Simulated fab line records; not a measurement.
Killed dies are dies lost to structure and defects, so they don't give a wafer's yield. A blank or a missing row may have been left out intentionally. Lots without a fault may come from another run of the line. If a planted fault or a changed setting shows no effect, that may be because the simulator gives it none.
Which tool did it? -- flow berkeleyCmos170 -- Sampling: 14 lots, 42 wafers, 4 of 331 route steps

== WHAT THE GAUGES READ, wafer by wafer ==
UCB170_CONTACT_CD_MEAS_15: the cd target is 700 nm. Usual: cdNm 700.4 nm, standard deviation 1.4.
lot,measured,on,cdNm (nm),flag
L304,day 8 10:47,cdSem-01,702.5 702.2 702.8,
L305,day 9 03:28,cdSem-02,698.6 699.0 700.6,
L307,day 9 04:06,cdSem-02,699.5 701.4 699.8,
L308,day 9 03:42,cdSem-02,698.5 697.5 698.6,
L309,day 9 14:30,cdSem-02,701.4 703.6 703.3,
L311,day 10 01:44,cdSem-01,700.3 700.9 701.6,
L312,day 10 01:50,cdSem-02,700.8 702.1 702.2,
L316,day 10 20:03,cdSem-02,700.7 700.8 700.3,
L315,day 10 20:36,cdSem-02,701.5 701.2 700.6,
L317,day 11 08:04,cdSem-02,700.3 700.4 699.2,
L319,day 11 10:08,cdSem-01,700.0 699.0 700.6,
L322,day 11 14:53,cdSem-01,698.0 699.6 699.4,
L325,day 12 14:25,cdSem-02,699.7 700.1 700.2,
L327,day 12 21:47,cdSem-01,700.0 699.4 701.3,

UCB170_V1_CD_MEAS_12: the cd target is 700 nm. Usual: cdNm 699.9 nm, standard deviation 1.1.
lot,measured,on,cdNm (nm),flag
L304,day 8 16:29,cdSem-01,699.4 698.3 699.7,
L305,day 9 10:50,cdSem-02,703.0 701.6 702.0,
L307,day 9 12:29,cdSem-01,701.1 701.4 700.6,
L308,day 9 12:00,cdSem-01,698.2 699.5 699.5,
L309,day 9 21:29,cdSem-01,701.1 700.8 700.2,
L311,day 10 08:49,cdSem-02,698.0 697.4 698.2,
L312,day 10 12:11,cdSem-01,699.8 701.2 700.8,
L316,day 11 02:04,cdSem-01,700.3 698.4 699.4,
L315,day 11 03:19,cdSem-01,700.6 702.3 702.6,
L317,day 11 13:50,cdSem-01,699.6 700.1 701.4,
L319,day 11 17:47,cdSem-02,699.9 701.0 700.7,
L322,day 11 21:39,cdSem-01,699.8 699.7 698.7,
L325,day 12 22:52,cdSem-02,698.0 698.9 697.5,
L327,day 13 04:05,cdSem-02,699.4 698.8 699.0,

== TOOL THAT RAN EACH LOT (tool first, then ch and the chambers of the sampled wafers, then the start) ==
lot,UCB170_NWELL_STRIP_15,UCB170_PLDD_IMPLANT_09
L304,"plasmaAsher-01 ch 0,1, day 2 08:23","implanter-02 ch 0, day 7 14:47"
L305,"plasmaAsher-03 ch 0,1, day 2 18:54","implanter-02 ch 0, day 8 05:35"
L307,"plasmaAsher-01 ch 0,1, day 3 02:26","implanter-02 ch 0, day 8 06:11"
L308,"plasmaAsher-03 ch 0,1, day 3 02:30","implanter-04 ch 0, day 8 05:45"
L309,"plasmaAsher-03 ch 0,1, day 3 18:39","implanter-02 ch 0, day 8 17:27"
L311,"plasmaAsher-03 ch 0,1, day 4 00:16","implanter-04 ch 0, day 9 06:35"
L312,"plasmaAsher-01 ch 0,1, day 4 08:17","implanter-02 ch 0, day 9 06:47"
L316,"plasmaAsher-03 ch 0,1, day 5 03:13","implanter-01 ch 0, day 9 22:05"
L315,"plasmaAsher-02 ch 1, day 5 03:29","implanter-02 ch 0, day 9 22:03"
L317,"plasmaAsher-02 ch 0,1, day 5 09:17","implanter-04 ch 0, day 10 11:39"
L319,"plasmaAsher-02 ch 0,1, day 5 19:29","implanter-02 ch 0, day 10 12:21"
L322,"plasmaAsher-02 ch 0,1, day 6 10:11","implanter-04 ch 0, day 10 19:02"
L325,"plasmaAsher-03 ch 0,1, day 6 18:46","implanter-02 ch 0, day 11 17:09"
L327,"plasmaAsher-01 ch 0,1, day 7 08:44","implanter-02 ch 0, day 12 03:31"
- UCB170_NWELL_STRIP_15: strips in O2.
- UCB170_PLDD_IMPLANT_09

== WHAT THE TOOLS THEMSELVES READ (means of the sampled wafers that have a number; where no wafer has one, the mark that the record gives instead) ==
UCB170_NWELL_STRIP_15. Usual: drypumpMotorCurrentA 6.26 A, standard deviation 0.25; oesProductAu 0.721 a.u., standard deviation 0.0046; stripTimeToEndpointS 18.02 s, standard deviation 0.11.
lot,tool,drypumpMotorCurrentA (A),oesProductAu (a.u.),stripTimeToEndpointS (s),flag
L304,plasmaAsher-01,6.28,0.722,18.14,
L305,plasmaAsher-03,5.97,0.720,17.98,
L307,plasmaAsher-01,6.24,0.721,17.96,
L308,plasmaAsher-03,6.02,0.724,17.96,
L309,plasmaAsher-03,5.94,0.722,18.05,
L311,plasmaAsher-03,5.99,0.715,18.09,
L312,plasmaAsher-01,6.26,0.718,17.95,
L316,plasmaAsher-03,6.19,0.724,17.98,
L315,plasmaAsher-02,6.56,0.717,18.09,
L317,plasmaAsher-02,6.43,0.724,18.01,
L319,plasmaAsher-02,6.42,0.718,17.89,
L322,plasmaAsher-02,6.43,0.719,18.18,
L325,plasmaAsher-03,6.21,0.723,17.96,
L327,plasmaAsher-01,6.30,0.714,17.98,

UCB170_PLDD_IMPLANT_09. Usual: faradayCurrentUA 159, standard deviation 3.2; rotationDeg 180.00 degrees, standard deviation 0.035.
lot,tool,faradayCurrentUA,rotationDeg (degrees),flag
L304,implanter-02,160,179.99,
L305,implanter-02,157,180.01,
L307,implanter-02,154,179.97,
L308,implanter-04,161,179.99,
L309,implanter-02,157,179.96,
L311,implanter-04,159,180.01,
L312,implanter-02,159,180.01,
L316,implanter-01,161,180.00,
L315,implanter-02,158,180.02,
L317,implanter-04,158,360.01,OFF
L319,implanter-02,158,179.99,
L322,implanter-04,158,360.00,OFF
L325,implanter-02,155,179.99,
L327,implanter-02,160,179.99,

== THE ANSWER, worked out from the rows above alone ==
Rule: take the mean of a lot's wafers that have a number; if it is more than 3 standard deviations from the usual mean, the lot is off. A lot without any number at a reading at which 4 lots or more have one is off too. The other lots that the step has rows for count as sound. First the gauges in route order, then the tools' own readings, where a lot's mean is used as printed above. At the first step where some lot is off, the reading lying furthest off is the one used; lots without a number count as furthest.
Off: L317, L322, at UCB170_PLDD_IMPLANT_09 (rotationDeg).
A tool fits if, at that step or a process step before it, it ran every lot that is off, and no sound lot after the first of them. One fits: UCB170_PLDD_IMPLANT_09 on implanter-04. A fault onset in the window from L311 (day 9 06:35, its last sound lot) to L317 (day 10 11:39, its first lot off) fits.
The tool's own readings at UCB170_PLDD_IMPLANT_09 bear it out: on the lots that are off they differ by more than 5 times the standard deviation of the sound lots' means. rotationDeg reads 360.00 degrees there against 179.99 degrees on the sound lots.

== WHAT HAD BEEN PUT IN BY THE SIMULATOR ==
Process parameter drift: implanter-04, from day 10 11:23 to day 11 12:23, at UCB170_PLDD_IMPLANT_09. The setting rotationDeg was moved by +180, starting from 180. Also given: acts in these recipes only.
Lots struck among those shown: L317, L322. This agrees with what the rule above found.
